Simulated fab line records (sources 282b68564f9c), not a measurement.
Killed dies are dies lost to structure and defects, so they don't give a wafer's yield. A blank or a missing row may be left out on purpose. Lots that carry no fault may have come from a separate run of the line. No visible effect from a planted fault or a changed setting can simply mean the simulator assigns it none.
Split-lot study + flow rit cmos + route with 202 steps; 5 lots, 23 wafers read

THE SPLIT ITSELF
At RIT_ACTIVE_ETCH_13 (etches Si3N4 in SF6, stops on SiO2, time 210 s, target depth 210 nm), the setting rf w was moved away from the recipe's 125 W on 8 of the 23 wafers read, by -10.2% to -6.6%. For the rest of the wafers, this setting stayed at what the recipe calls for.

Reading taken at the split's own step.

THE READING
NOVOLAK_of_ACTIVE_COAT_06.thk nm (the simulator's own value, which no gauge read), in nm, at RIT_ACTIVE_ETCH_13 (etches Si3N4 in SF6, stops on SiO2, time 210 s, target depth 210 nm). The file gives no usual value for it. Here, 15 wafers ran the recipe; their average is 657.7 nm with a standard deviation of 4.4 nm.

| wafer  | tool, chamber at the split | rf w as run, W | against the recipe | NOVOLAK_of_ACTIVE_COAT_06.thk nm, nm | against lot-mates on the recipe |
|--------|----------------------------|----------------|--------------------|--------------------------------------|---------------------------------|
| L074.1 | rie diel-04, 1             | 115.6          | -7.5%              | 672.2                                | +12.2                           |
| L074.2 | rie diel-04, 0             | 125            | recipe             | 655.2                                | -                               |
| L074.3 | rie diel-04, 3             | 115.6          | -7.5%              | 674.1                                | +14.1                           |
| L074.5 | rie diel-04, 1             | 115.6          | -7.5%              | 677.6                                | +17.6                           |
| L074.6 | rie diel-04, 2             | 125            | recipe             | 664.9                                | -                               |
| L080.2 | rie diel-03, 3             | 125            | recipe             | 659.8                                | -                               |
| L080.3 | rie diel-03, 2             | 125            | recipe             | 656.5                                | -                               |
| L080.4 | rie diel-03, 0             | 125            | recipe             | 652.6                                | -                               |
| L080.5 | rie diel-03, 0             | 125            | recipe             | 652.2                                | -                               |
| L080.6 | rie diel-03, 1             | 125            | recipe             | 658.3                                | -                               |
| L083.1 | rie diel-03, 1             | 116.7          | -6.6%              | 677.4                                | +15.4                           |
| L083.2 | rie diel-03, 2             | 116.7          | -6.6%              | 677.3                                | +15.3                           |
| L083.3 | rie diel-03, 0             | 125            | recipe             | 660.8                                | -                               |
| L083.4 | rie diel-03, 3             | 125            | recipe             | 667.7                                | -                               |
| L083.6 | rie diel-03, 0             | 125            | recipe             | 657.4                                | -                               |
| L084.2 | rie diel-03, 2             | 125            | recipe             | 655.4                                | -                               |
| L084.4 | rie diel-03, 0             | 125            | recipe             | 656.1                                | -                               |
| L084.5 | rie diel-03, 2             | 125            | recipe             | 658.2                                | -                               |
| L085.1 | rie diel-04, 1             | 112.2          | -10.2%             | 677.4                                | +22.1                           |
| L085.2 | rie diel-04, 3             | 125            | recipe             | 659.8                                | -                               |
| L085.4 | rie diel-04, 2             | 112.2          | -10.2%             | 684.9                                | +29.6                           |
| L085.5 | rie diel-04, 3             | 112.2          | -10.2%             | 679.8                                | +24.5                           |
| L085.6 | rie diel-04, 0             | 125            | recipe             | 650.9                                | -                               |

FIT RESULTS
A straight line over all 23 wafers: NOVOLAK_of_ACTIVE_COAT_06.thk nm changes by -2.34 nm for each +1% of rf w; r = -0.92; the points scatter about the line by 4.2 nm.
The same after taking each lot's own level away (the mean of its wafers on the recipe; 23 wafers): -2.31 nm for each +1%; r = -0.94; scatter 3.6 nm.
That fit puts the effect of the largest move of rf w on the reading at 24 nm.
From 655.35 to 661.97 nm: that is the span of the lots' own levels, equal to 1.5 times the standard deviation above.
The two slopes agree, so the slope changes little with the lot-to-lot level.
Check: +23.8 nm against its lot-mates is what the line predicts for one of the wafers moved furthest among these (-10.2%) when that wafer is left out of the fit. Against them it came out at +22.1 nm.
Tool readings at the split's step, against how far the setting was moved: oes product au r = +0.24.

THESE WAFERS: OTHER SPLITS
Before the reading, these wafers also passed through other splits. Each is held against what the fit with the lots' levels taken away leaves over:
| other split on the same wafers | wafers away from the commonest value | r with NOVOLAK_of_ACTIVE_COAT_06.thk nm (lot level and that fit taken away) |
|--------------------------------|--------------------------------------|-----------------------------------------------------------------------------|
| RIT_ACTIVE_CVD_03 temp c       | 15                                   | -0.09                                                                       |

THE FILE'S OWN FIT
NOVOLAK_of_ACTIVE_COAT_06.thk nm changes by -2.29 nm for each +1% of rf w, r = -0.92.
